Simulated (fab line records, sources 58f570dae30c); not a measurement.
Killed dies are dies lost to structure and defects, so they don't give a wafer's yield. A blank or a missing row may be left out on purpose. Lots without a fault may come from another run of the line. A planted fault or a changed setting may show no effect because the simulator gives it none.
Tool commonality check | flow berkeley_cmos170 | 15 lots, 45 wafers sampled

WHY IT WAS OPENED
At UCB170_SDANNEAL_RS_MEAS_04 the reading PLDD_RS is flagged on 3 of 15 lots. Wafers without a fault read 1031.5 ohm/sq, standard deviation 2.5.
Rule: a lot is flagged when every wafer of it that has a number lies more than 4 standard deviations from that mean, or none has a number. The other lots count as sound.

lot  | measured     | on            | PLDD_RS (ohm/sq), wafer by wafer | flag
L930 | day 7 07:22  | film_metro-01 | 1031.8 1030.5 1031.5             |
L931 | day 7 07:46  | film_metro-04 | 1036.0 1036.3 1033.1             |
L932 | day 8 06:17  | film_metro-03 | 1032.2 1032.4 1031.3             |
L935 | day 8 12:16  | film_metro-04 | 1031.7 1032.8 1031.4             |
L937 | day 9 08:35  | film_metro-01 | 1028.4 1029.7 1029.0             |
L938 | day 9 08:38  | film_metro-03 | 1033.1 1033.5 1030.3             |
L939 | day 9 08:47  | film_metro-04 | 1031.5 1031.7 1032.6             |
L936 | day 9 09:04  | film_metro-01 | 1028.3 1031.9 1029.4             |
L940 | day 9 12:01  | film_metro-04 | 1107.4 1121.7 1123.2             | FLAGGED
L941 | day 9 12:26  | film_metro-01 | 1123.7 1125.6 1121.6             | FLAGGED
L942 | day 9 12:50  | film_metro-04 | 1055.7 1050.0 1042.0             | FLAGGED
L944 | day 10 16:25 | film_metro-04 | 1030.8 1029.3 1032.3             |
L952 | day 12 01:16 | film_metro-04 | 1035.4 1032.7 1036.2             |
L951 | day 12 01:31 | film_metro-03 | 1031.0 1030.1 1031.3             |
L953 | day 12 01:52 | film_metro-01 | 1026.9 1026.0 1030.9             |
The numbers of the flagged lots are 1096.8 ohm/sq on average: +65.3 ohm/sq against the usual, or +26 standard deviations.

WHICH TOOL RAN EACH LOT
The record holds 2 process steps before the reading, out of a route of 331 steps. In each cell: the tool, then ch and the chambers that the sampled wafers went through, then the start.
lot  | flag    | UCB170_SPACER_ANNEAL_02       | UCB170_SDANNEAL_RTA_01
L930 |         | furnace-04 ch 0, day 7 00:21  | rtp_anneal-01 ch 0, day 7 07:04
L931 |         | furnace-04 ch 0, day 7 00:21  | rtp_anneal-02 ch 0, day 7 07:19
L932 |         | furnace-04 ch 0, day 7 23:00  | rtp_anneal-02 ch 0, day 8 05:58
L935 |         | furnace-01 ch 0, day 8 05:54  | rtp_anneal-02 ch 0, day 8 11:55
L937 |         | furnace-02 ch 0, day 9 00:40  | rtp_anneal-01 ch 0, day 9 08:17
L938 |         | furnace-02 ch 0, day 9 00:40  | rtp_anneal-02 ch 0, day 9 08:19
L939 |         | furnace-02 ch 0, day 9 00:40  | rtp_anneal-01 ch 0, day 9 08:30
L936 |         | furnace-02 ch 0, day 9 00:40  | rtp_anneal-02 ch 0, day 9 08:46
L940 | FLAGGED | furnace-02 ch 0, day 9 06:16  | rtp_anneal-02 ch 0, day 9 11:44
L941 | FLAGGED | furnace-02 ch 0, day 9 06:16  | rtp_anneal-01 ch 0, day 9 12:07
L942 | FLAGGED | furnace-02 ch 0, day 9 06:16  | rtp_anneal-01 ch 0, day 9 12:31
L944 |         | furnace-01 ch 0, day 10 07:32 | rtp_anneal-01 ch 0, day 10 16:07
L952 |         | furnace-01 ch 0, day 11 18:49 | rtp_anneal-01 ch 0, day 12 00:58
L951 |         | furnace-01 ch 0, day 11 18:49 | rtp_anneal-02 ch 0, day 12 01:13
L953 |         | furnace-01 ch 0, day 11 18:49 | rtp_anneal-01 ch 0, day 12 01:32
What these steps do:
- UCB170_SPACER_ANNEAL_02: time 1800 s.
- UCB170_SDANNEAL_RTA_01: time 5.165 s.
- UCB170_SDANNEAL_RS_MEAS_04: measures by four-point-probe.

FLAGGED OVER TOTAL, TOOL BY TOOL (the gauges that took the reading come last)
step                       | tool          | lots run | flagged | share of the flagged lots | sound lots run after its first flagged lot
UCB170_SPACER_ANNEAL_02    | furnace-01    | 5        | 0       | none                      | -
UCB170_SPACER_ANNEAL_02    | furnace-02    | 7        | 3       | all                       | 0
UCB170_SPACER_ANNEAL_02    | furnace-04    | 3        | 0       | none                      | -
UCB170_SDANNEAL_RTA_01     | rtp_anneal-01 | 8        | 2       | some                      | 3 (L944,L952,L953)
UCB170_SDANNEAL_RTA_01     | rtp_anneal-02 | 7        | 1       | some                      | 1 (L951)
UCB170_SDANNEAL_RS_MEAS_04 | film_metro-01 | 5        | 1       | some                      | 1 (L953)
UCB170_SDANNEAL_RS_MEAS_04 | film_metro-03 | 3        | 0       | none                      | -
UCB170_SDANNEAL_RS_MEAS_04 | film_metro-04 | 7        | 2       | some                      | 2 (L944,L952)

WHAT THE TABLE ALLOWS
1 row of the table ran every flagged lot: furnace-02 at UCB170_SPACER_ANNEAL_02.
- furnace-02 at UCB170_SPACER_ANNEAL_02: 3 of its 7 lots flagged. Its last sound lot is L936 (day 9 00:40), its first flagged lot L940 (day 9 06:16): a fault that began between those two fits. Its own readings lie more than 4 standard deviations out on every wafer of the flagged lots: spike_tc_centre_C, zone_power_centre_pct.
One tool is left: furnace-02 at UCB170_SPACER_ANNEAL_02.

WHAT THE SIMULATOR HAD PUT IN
Process parameter drift: furnace-02, from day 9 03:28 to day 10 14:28, at UCB170_SPACER_ANNEAL_02. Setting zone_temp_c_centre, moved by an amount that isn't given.
Lots struck among those shown: L940, L941, L942. The rule above found the same.
